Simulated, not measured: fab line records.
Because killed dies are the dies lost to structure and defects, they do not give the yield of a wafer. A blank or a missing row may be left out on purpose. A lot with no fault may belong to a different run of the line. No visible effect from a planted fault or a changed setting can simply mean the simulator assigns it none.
Split-lot trial | flow ritCmos | on a route of 202 steps: 5 lots, 23 wafers read

## THE SPLIT
At RIT_PWELL_COAT_01 (resist thk 1300 nm), the setting resistThkNm was moved away from the recipe's 1300 nm on 10 of the 23 wafers read, by -3.6% to +5.8%. The other wafers ran this setting at the recipe's value.

## FROM THE SPLIT TO THE READING: what the file shows between them, 3 steps
- RIT_PWELL_SOFTBAKE_02: time 60 s
- RIT_PWELL_EXPOSE_03: exposes mask M3, target cd 43700 nm
- RIT_PWELL_DEVELOP_05: develop time 68 s

## THE READING
NOVOLAK_of_PWELL_COAT_01.thkNm (the simulator's own value, which no gauge read), in nm, at RIT_PWELL_HARDBAKE_07 (time 120 s). There is no usual value for it anywhere in the file. The 13 wafers here that ran the recipe average 1136 nm, standard deviation 2.2 nm.

wafer  | tool, chamber at the split | resistThkNm as run, nm | against the recipe | NOVOLAK_of_PWELL_COAT_01.thkNm, nm | against lot-mates on the recipe
L076.2 | lithoTrack-02, 0           | 1300                   | recipe             | 1136                               | -
L076.3 | lithoTrack-02, 0           | 1300                   | recipe             | 1133                               | -
L076.4 | lithoTrack-02, 0           | 1300                   | recipe             | 1133                               | -
L076.5 | lithoTrack-02, 0           | 1373                   | +5.6%              | 1198                               | +64
L076.6 | lithoTrack-02, 0           | 1373                   | +5.6%              | 1198                               | +64
L077.1 | lithoTrack-03, 0           | 1376                   | +5.8%              | 1204                               | +66
L077.3 | lithoTrack-03, 0           | 1376                   | +5.8%              | 1204                               | +66
L077.6 | lithoTrack-03, 0           | 1376                   | +5.8%              | 1204                               | +66
L077.2 | lithoTrack-03, 0           | 1300                   | recipe             | 1139                               | -
L077.4 | lithoTrack-03, 0           | 1300                   | recipe             | 1136                               | -
L079.1 | lithoTrack-01, 0           | 1253                   | -3.6%              | 1095                               | -39
L079.2 | lithoTrack-01, 0           | 1300                   | recipe             | 1134                               | -
L079.3 | lithoTrack-01, 0           | 1300                   | recipe             | 1134                               | -
L079.6 | lithoTrack-01, 0           | 1300                   | recipe             | 1134                               | -
L079.5 | lithoTrack-01, 0           | 1253                   | -3.6%              | 1098                               | -36
L081.1 | lithoTrack-03, 0           | 1325                   | +1.9%              | 1162                               | +24
L081.3 | lithoTrack-03, 0           | 1300                   | recipe             | 1136                               | -
L081.4 | lithoTrack-03, 0           | 1325                   | +1.9%              | 1159                               | +22
L081.5 | lithoTrack-03, 0           | 1325                   | +1.9%              | 1159                               | +22
L081.6 | lithoTrack-03, 0           | 1300                   | recipe             | 1139                               | -
L084.2 | lithoTrack-03, 0           | 1300                   | recipe             | 1133                               | -
L084.4 | lithoTrack-03, 0           | 1300                   | recipe             | 1136                               | -
L084.6 | lithoTrack-03, 0           | 1300                   | recipe             | 1139                               | -

FIT RESULTS
A straight line over all 23 wafers: NOVOLAK_of_PWELL_COAT_01.thkNm changes by +11.4 nm for each +1% of resistThkNm; r = +1.00; the points scatter about the line by 2.3 nm.
The same after taking each lot's own level away (the mean of its wafers on the recipe; 23 wafers): +11.2 nm for each +1%; r = +1.00; scatter 1.7 nm.
The reading moves by 65 nm for the largest change in resistThkNm, on that fit.
The lots' own levels span 1134.0 to 1137.5 nm, that is 1.6 times the standard deviation above.
The two slopes are in agreement: the lot-to-lot level therefore moves the slope only a little.
Check: with one of the wafers moved furthest among these (+5.8%) left out of the fit, the line predicts +65.9 nm for it against its lot-mates. Against them it came out at +66.5 nm.

## ADDITIONAL SPLITS CARRIED BY THESE WAFERS
These wafers also went through other splits before the reading. Each is held against what the fit with the lots' levels taken away leaves over:
other split on the same wafers | wafers away from the commonest value | r with NOVOLAK_of_PWELL_COAT_01.thkNm (lot level and that fit taken away)
RIT_ACTIVE_CVD_03 tempC        | 18                                   | -0.12
RIT_ACTIVE_ETCH_13 timeS       | 9                                    | -0.03
RIT_FOX1_OXIDATION_00 oxTimeS  | 15                                   | -0.14
RIT_NWELL_COAT_01 spinRpm      | 11                                   | -0.14

## THE WHOLE CHAIN: every reading that the file lists as answering this split, in the file's order
step                  | what it does       | reading                                                                         | change (the file's fit)              | r (the file's)
RIT_PWELL_COAT_01     | resist thk 1300 nm | NOVOLAK_of_PWELL_COAT_01.thkNm (the simulator's own value, which no gauge read) | +13.1 nm for each +1% of the setting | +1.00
RIT_PWELL_HARDBAKE_07 | time 120 s         | NOVOLAK_of_PWELL_COAT_01.thkNm (the simulator's own value, which no gauge read) | +11.3 nm for each +1% of the setting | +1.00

## FILE'S OWN FIT
NOVOLAK_of_PWELL_COAT_01.thkNm changes by +11.3 nm for each +1% of resistThkNm, r = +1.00.
